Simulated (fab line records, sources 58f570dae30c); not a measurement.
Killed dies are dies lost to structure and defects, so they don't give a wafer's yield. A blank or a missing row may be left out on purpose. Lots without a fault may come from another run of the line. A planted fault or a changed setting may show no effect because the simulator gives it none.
Which tool did it? | flow berkeley_cmos170 | 13 lots, 39 wafers sampled, at 5 steps of a route of 331

WHAT THE GAUGES READ, wafer by wafer
UCB170_FIELD_THK_MEAS_02.
lot  | measured    | on            | FIELD_OXIDE_THK (nm)
L577 | day 4 09:06 | film_metro-02 | 560 558 553
L578 | day 5 01:05 | film_metro-02 | 571 560 563
L579 | day 5 12:32 | film_metro-02 | 575 556 578
L581 | day 5 12:36 | film_metro-02 | 561 558 563
L584 | day 6 17:17 | film_metro-03 | 562 560 565
L586 | day 6 17:17 | film_metro-04 | 559 563 563
L585 | day 6 17:21 | film_metro-04 | 542 549 547
L588 | day 7 12:36 | film_metro-02 | 560 553 568
L593 | day 8 10:26 | film_metro-03 | 556 552 558
L594 | day 8 10:29 | film_metro-03 | 558 558 554
L591 | day 8 10:32 | film_metro-03 | 538 536 543
L598 | day 9 04:06 | film_metro-02 | 556 556 552
L599 | day 9 04:09 | film_metro-04 | 573 578 574

UCB170_SACOX_THK_MEAS_02.
lot  | measured    | on            | SACOX_OXIDE_THK (nm)
L577 | day 5 02:45 | film_metro-01 | 14.57 14.49 14.67
L578 | day 5 18:23 | film_metro-03 | 14.64 14.75 14.38
L579 | day 6 01:34 | film_metro-01 | 14.02 14.25 13.97
L581 | day 6 01:34 | film_metro-03 | 13.77 14.06 13.82
L584 | day 7 04:36 | film_metro-01 | 14.77 14.59 14.55
L586 | day 7 04:37 | film_metro-03 | 14.75 14.72 14.41
L585 | day 7 04:37 | film_metro-04 | 14.29 14.28 14.19
L588 | day 8 00:17 | film_metro-04 | 14.00 14.41 14.12
L593 | day 8 23:41 | film_metro-03 | 14.08 14.01 14.28
L594 | day 8 23:41 | film_metro-04 | 13.84 14.07 13.79
L591 | day 8 23:44 | film_metro-01 | 14.54 14.40 14.47
L598 | day 9 15:55 | film_metro-01 | 14.57 14.44 14.33
L599 | day 9 15:58 | film_metro-01 | 14.32 14.24 14.38

UCB170_NVT_OVL_MEAS_06.
lot  | measured     | on         | NVT_OVL (nm)
L577 | day 5 21:28  | overlay-02 | -4 -8 1
L578 | day 6 05:05  | overlay-01 | 3 -1 2
L579 | day 6 11:25  | overlay-01 | -7 -9 -4
L581 | day 6 11:08  | overlay-01 | -4 0 4
L584 | day 7 15:43  | overlay-01 | 3 0 1
L586 | day 7 15:19  | overlay-01 | 6 5 4
L585 | day 7 16:00  | overlay-02 | 4 3 5
L588 | day 8 10:52  | overlay-01 | 4 0 -3
L593 | day 9 11:44  | overlay-02 | -5 -2 1
L594 | day 9 11:59  | overlay-01 | -8 -7 -5
L591 | day 9 12:10  | overlay-02 | -2 2 2
L598 | day 10 00:31 | overlay-02 | 0 -10 -2
L599 | day 10 00:46 | overlay-01 | -6 2 -6

UCB170_SPACER_THK_MEAS_01.
lot  | measured     | on            | SPACER_TEOS_THK (nm)
L577 | day 6 20:02  | film_metro-02 | 370 373 379
L578 | day 7 04:29  | film_metro-04 | 377 377 377
L579 | day 7 05:15  | film_metro-02 | 377 371 388
L581 | day 7 06:34  | film_metro-01 | 373 372 381
L584 | day 8 11:58  | film_metro-04 | 372 378 375
L586 | day 8 12:11  | film_metro-01 | 375 382 382
L585 | day 8 13:23  | film_metro-01 | 373 375 376
L588 | day 9 05:40  | film_metro-02 | 378 375 378
L593 | day 10 08:10 | film_metro-01 | 372 380 377
L594 | day 10 08:10 | film_metro-02 | 378 381 372
L591 | day 10 08:10 | film_metro-04 | 312 317 385
L598 | day 10 22:29 | film_metro-01 | 383 382 384
L599 | day 10 22:25 | film_metro-01 | 373 380 380

WHICH TOOL RAN EACH LOT (tool, then ch and the chambers of the sampled wafers, then the start)
lot  | UCB170_SPACER_CVD_00
L577 | pecvd-01 ch 0,1,2, day 6 19:59
L578 | pecvd-03 ch 0,1, day 7 04:26
L579 | pecvd-01 ch 0,2, day 7 05:11
L581 | pecvd-01 ch 0,1,2, day 7 06:30
L584 | pecvd-04 ch 0,1,2, day 8 11:56
L586 | pecvd-03 ch 0,1,2, day 8 12:07
L585 | pecvd-04 ch 0,1,2, day 8 13:20
L588 | pecvd-03 ch 0,1, day 9 05:36
L593 | pecvd-01 ch 1,2, day 10 08:06
L594 | pecvd-03 ch 1,2, day 10 08:06
L591 | pecvd-04 ch 0,1, day 10 08:06
L598 | pecvd-03 ch 0,1,2, day 10 22:23
L599 | pecvd-01 ch 1,2, day 10 22:21
- UCB170_SPACER_CVD_00: deposits SiO2 from TEOS/O2, target thk 376 nm, time 47 s.

WHAT THE TOOLS THEMSELVES READ (means of the sampled wafers that have a number; where no wafer has one, the mark that the record gives instead)
UCB170_SPACER_CVD_00.
lot  | tool     | heater_power_w (W) | rf_fwd_power_W (W)
L577 | pecvd-01 | 266                | 545.2
L578 | pecvd-03 | 290                | 545.4
L579 | pecvd-01 | 313                | 546.7
L581 | pecvd-01 | 231                | 547.5
L584 | pecvd-04 | 221                | 541.6
L586 | pecvd-03 | 279                | 543.9
L585 | pecvd-04 | 226                | 544.6
L588 | pecvd-03 | 335                | 544.5
L593 | pecvd-01 | 286                | 547.2
L594 | pecvd-03 | 323                | 545.8
L591 | pecvd-04 | 263                | 544.5
L598 | pecvd-03 | 308                | 544.5
L599 | pecvd-01 | 223                | 544.6

THE ANSWER, worked out from the rows above alone
Rule: what is usual is taken from the lots themselves. Put in order of their means at a reading, lots are off if they are a third of the lots or fewer, leave a main group of 4 or more, and stand apart from it by a gap of 3 or more times the standard deviation of the main group's means; of several such gaps the widest counts. A main group whose means are all the same, to the digits that the tables above print for the reading, isn't used. A lot without any number at a reading at which 4 lots or more have one is off too. The other lots that the step has rows for count as sound. The gauges are gone through in route order, then the tools' own readings, and for those a lot's mean is taken as printed above. The first step at which some lot is off is used, and at that step the reading that is off furthest; a lot without a number counts as furthest.
Off: L591, at UCB170_SPACER_THK_MEAS_01 (SPACER_TEOS_THK). The main group: mean 377 nm, standard deviation 2.4.
A tool fits if, at a process step before that reading, it ran every lot that is off, and no sound lot after the first of them. The gauges at UCB170_SPACER_THK_MEAS_01 are tried like those tools. Can't be told from this: 2 tools fit, pecvd-04 at UCB170_SPACER_CVD_00, film_metro-04 at UCB170_SPACER_THK_MEAS_01.

WHAT THE SIMULATOR HAD PUT IN
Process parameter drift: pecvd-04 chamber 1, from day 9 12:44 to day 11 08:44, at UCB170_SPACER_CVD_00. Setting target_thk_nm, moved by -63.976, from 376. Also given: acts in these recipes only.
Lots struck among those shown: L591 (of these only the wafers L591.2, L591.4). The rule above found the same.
